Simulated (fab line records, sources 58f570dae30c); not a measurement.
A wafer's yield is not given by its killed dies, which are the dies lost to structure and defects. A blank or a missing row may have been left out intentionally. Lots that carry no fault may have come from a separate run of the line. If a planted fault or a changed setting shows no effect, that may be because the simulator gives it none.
Lot-split experiment :: flow berkeley-cmos170 :: route with 331 steps; 5 lots, 23 wafers read

THE SPLIT ITSELF
At UCB170_FIELD_OXIDATION_01 (target thk 558.3 nm, ox time 7200 s), the setting ox-time-s was moved away from the recipe's 7200 s on 20 of the 23 wafers read, by -7.1% to +14.2%. The other wafers ran this setting at the recipe's value.

Reading taken at the split's own step.

THE READING
SiO2_of_FIELD_OXIDATION_01.thk-nm (the simulator's own value, which no gauge read), in nm, at UCB170_FIELD_OXIDATION_01 (target thk 558.3 nm, ox time 7200 s). No usual value for it is given in the file. Average 569.8 nm, standard deviation 3.5 nm, over the 3 wafers here run with the recipe.

wafer: L076.1
tool, chamber at the split: -, -
ox-time-s as run, s: 6687
against the recipe: -7.1%
SiO2_of_FIELD_OXIDATION_01.thk-nm, nm: 543.6
against lot-mates on the recipe: no lot-mate on the recipe

wafer: L076.2
tool, chamber at the split: -, -
ox-time-s as run, s: 6687
against the recipe: -7.1%
SiO2_of_FIELD_OXIDATION_01.thk-nm, nm: 546.2
against lot-mates on the recipe: no lot-mate on the recipe

wafer: L076.4
tool, chamber at the split: -, -
ox-time-s as run, s: 6687
against the recipe: -7.1%
SiO2_of_FIELD_OXIDATION_01.thk-nm, nm: 555.8
against lot-mates on the recipe: no lot-mate on the recipe

wafer: L076.5
tool, chamber at the split: -, -
ox-time-s as run, s: 6687
against the recipe: -7.1%
SiO2_of_FIELD_OXIDATION_01.thk-nm, nm: 541.9
against lot-mates on the recipe: no lot-mate on the recipe

wafer: L076.6
tool, chamber at the split: -, -
ox-time-s as run, s: 6687
against the recipe: -7.1%
SiO2_of_FIELD_OXIDATION_01.thk-nm, nm: 548.7
against lot-mates on the recipe: no lot-mate on the recipe

wafer: L078.1
tool, chamber at the split: -, -
ox-time-s as run, s: 8221
against the recipe: +14.2%
SiO2_of_FIELD_OXIDATION_01.thk-nm, nm: 616.4
against lot-mates on the recipe: no lot-mate on the recipe

wafer: L078.2
tool, chamber at the split: -, -
ox-time-s as run, s: 8221
against the recipe: +14.2%
SiO2_of_FIELD_OXIDATION_01.thk-nm, nm: 616
against lot-mates on the recipe: no lot-mate on the recipe

wafer: L078.3
tool, chamber at the split: -, -
ox-time-s as run, s: 8221
against the recipe: +14.2%
SiO2_of_FIELD_OXIDATION_01.thk-nm, nm: 622.7
against lot-mates on the recipe: no lot-mate on the recipe

wafer: L078.5
tool, chamber at the split: -, -
ox-time-s as run, s: 8221
against the recipe: +14.2%
SiO2_of_FIELD_OXIDATION_01.thk-nm, nm: 612.5
against lot-mates on the recipe: no lot-mate on the recipe

wafer: L078.6
tool, chamber at the split: -, -
ox-time-s as run, s: 8221
against the recipe: +14.2%
SiO2_of_FIELD_OXIDATION_01.thk-nm, nm: 633.9
against lot-mates on the recipe: no lot-mate on the recipe

wafer: L077.1
tool, chamber at the split: -, -
ox-time-s as run, s: 7705
against the recipe: +7.0%
SiO2_of_FIELD_OXIDATION_01.thk-nm, nm: 580.6
against lot-mates on the recipe: no lot-mate on the recipe

wafer: L077.2
tool, chamber at the split: -, -
ox-time-s as run, s: 7705
against the recipe: +7.0%
SiO2_of_FIELD_OXIDATION_01.thk-nm, nm: 574.8
against lot-mates on the recipe: no lot-mate on the recipe

wafer: L077.3
tool, chamber at the split: -, -
ox-time-s as run, s: 7705
against the recipe: +7.0%
SiO2_of_FIELD_OXIDATION_01.thk-nm, nm: 583.5
against lot-mates on the recipe: no lot-mate on the recipe

wafer: L077.4
tool, chamber at the split: -, -
ox-time-s as run, s: 7705
against the recipe: +7.0%
SiO2_of_FIELD_OXIDATION_01.thk-nm, nm: 573
against lot-mates on the recipe: no lot-mate on the recipe

wafer: L077.6
tool, chamber at the split: -, -
ox-time-s as run, s: 7705
against the recipe: +7.0%
SiO2_of_FIELD_OXIDATION_01.thk-nm, nm: 584.2
against lot-mates on the recipe: no lot-mate on the recipe

wafer: L079.1
tool, chamber at the split: -, -
ox-time-s as run, s: 7936
against the recipe: +10.2%
SiO2_of_FIELD_OXIDATION_01.thk-nm, nm: 577.8
against lot-mates on the recipe: no lot-mate on the recipe

wafer: L079.2
tool, chamber at the split: -, -
ox-time-s as run, s: 7936
against the recipe: +10.2%
SiO2_of_FIELD_OXIDATION_01.thk-nm, nm: 580.2
against lot-mates on the recipe: no lot-mate on the recipe

wafer: L079.3
tool, chamber at the split: -, -
ox-time-s as run, s: 7936
against the recipe: +10.2%
SiO2_of_FIELD_OXIDATION_01.thk-nm, nm: 589.2
against lot-mates on the recipe: no lot-mate on the recipe

wafer: L079.5
tool, chamber at the split: -, -
ox-time-s as run, s: 7936
against the recipe: +10.2%
SiO2_of_FIELD_OXIDATION_01.thk-nm, nm: 585.3
against lot-mates on the recipe: no lot-mate on the recipe

wafer: L079.6
tool, chamber at the split: -, -
ox-time-s as run, s: 7936
against the recipe: +10.2%
SiO2_of_FIELD_OXIDATION_01.thk-nm, nm: 587.4
against lot-mates on the recipe: no lot-mate on the recipe

wafer: L084.2
tool, chamber at the split: furnace-01, 0
ox-time-s as run, s: 7200
against the recipe: recipe
SiO2_of_FIELD_OXIDATION_01.thk-nm, nm: 564.8
against lot-mates on the recipe: -

wafer: L084.3
tool, chamber at the split: furnace-01, 0
ox-time-s as run, s: 7200
against the recipe: recipe
SiO2_of_FIELD_OXIDATION_01.thk-nm, nm: 572.6
against lot-mates on the recipe: -

wafer: L084.4
tool, chamber at the split: furnace-01, 0
ox-time-s as run, s: 7200
against the recipe: recipe
SiO2_of_FIELD_OXIDATION_01.thk-nm, nm: 571.9
against lot-mates on the recipe: -

THE FIT
A straight line over all 23 wafers: SiO2_of_FIELD_OXIDATION_01.thk-nm changes by +2.94 nm for each +1% of ox-time-s; r = +0.91; the points scatter about the line by 11 nm.
Too few moved wafers have a lot-mate on the recipe to fit a line with each lot's own level taken away.

THE FILE'S OWN FIT
SiO2_of_FIELD_OXIDATION_01.thk-nm changes by +2.94 nm for each +1% of ox-time-s, r = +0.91.
